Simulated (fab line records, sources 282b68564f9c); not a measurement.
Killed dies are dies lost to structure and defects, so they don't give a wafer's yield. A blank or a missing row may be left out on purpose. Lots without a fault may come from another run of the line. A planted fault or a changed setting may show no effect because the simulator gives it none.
Which tool did it? | flow rit_cmos | 14 lots, 42 wafers sampled, at 1 step of a route of 202

WHAT THE GAUGES READ, wafer by wafer
The record holds no reading of a measuring or inspecting step that can be judged against a usual standard deviation.

WHICH TOOL RAN EACH LOT (tool, then ch and the chambers of the sampled wafers, then the start)
lot  | RIT_NSD_HARDBAKE_07
L466 | litho_track-02 ch 0, day 3 05:56
L467 | litho_track-01 ch 0, day 3 07:17
L468 | litho_track-03 ch 0, day 3 13:57
L469 | litho_track-01 ch 0, day 3 16:17
L471 | litho_track-02 ch 0, day 4 04:56
L472 | litho_track-02 ch 0, day 4 11:40
L473 | litho_track-01 ch 0, day 4 17:08
L474 | litho_track-02 ch 0, day 4 23:47
L475 | litho_track-01 ch 0, day 5 02:26
L482 | litho_track-03 ch 0, day 6 12:22
L484 | litho_track-02 ch 0, day 6 22:27
L486 | litho_track-02 ch 0, day 7 09:16
L487 | litho_track-01 ch 0, day 7 13:15
L489 | litho_track-03 ch 0, day 8 09:31
- RIT_NSD_HARDBAKE_07: time 60 s.

WHAT THE TOOLS THEMSELVES READ (means of the sampled wafers that have a number; where no wafer has one, the mark that the record gives instead)
RIT_NSD_HARDBAKE_07.
lot  | tool           | heater_power_total_W (W) | plate_temp_C (C)
L466 | litho_track-02 | 62.52                    | 139.87
L467 | litho_track-01 | 62.58                    | 139.89
L468 | litho_track-03 | 62.56                    | 140.12
L469 | litho_track-01 | 62.49                    | 140.01
L471 | litho_track-02 | 62.51                    | 139.90
L472 | litho_track-02 | 62.56                    | 140.09
L473 | litho_track-01 | 62.56                    | 140.00
L474 | litho_track-02 | 62.55                    | 139.90
L475 | litho_track-01 | 62.50                    | 140.08
L482 | litho_track-03 | 62.55                    | 139.88
L484 | litho_track-02 | 58.87                    | 133.78
L486 | litho_track-02 | 58.87                    | 133.79
L487 | litho_track-01 | 62.57                    | 139.95
L489 | litho_track-03 | 62.51                    | 139.99

THE ANSWER, worked out from the rows above alone
Rule: what is usual is taken from the lots themselves. Put in order of their means at a reading, lots are off if they are a third of the lots or fewer, leave a main group of 4 or more, and stand apart from it by a gap of 3 or more times the standard deviation of the main group's means; of several such gaps the widest counts. A main group whose means are all the same, to the digits that the tables above print for the reading, isn't used. A lot without any number at a reading at which 4 lots or more have one is off too. The other lots that the step has rows for count as sound. The gauges are gone through in route order, then the tools' own readings, and for those a lot's mean is taken as printed above. The first step at which some lot is off is used, and at that step the reading that is off furthest; a lot without a number counts as furthest.
Off: L484, L486, at RIT_NSD_HARDBAKE_07 (heater_power_total_W). The main group: mean 62.54 W, standard deviation 0.029.
A tool fits if, at that step or a process step before it, it ran every lot that is off, and no sound lot after the first of them. One fits: litho_track-02 at RIT_NSD_HARDBAKE_07. Its last sound lot is L474 (day 4 23:47), its first lot that is off L484 (day 6 22:27): a fault that began between those two fits.
The tool's own readings at RIT_NSD_HARDBAKE_07 bear it out: on the lots that are off they differ by more than 5 times the standard deviation of the sound lots' means. heater_power_total_W reads 58.87 W there against 62.54 W on the sound lots; plate_temp_C reads 133.78 C there against 139.97 C on the sound lots.

WHAT THE SIMULATOR HAD PUT IN
Process parameter drift: litho_track-02, from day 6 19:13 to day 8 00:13, at RIT_NSD_HARDBAKE_07. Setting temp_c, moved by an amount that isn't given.
Lots struck among those shown: L484, L486. The rule above found the same.
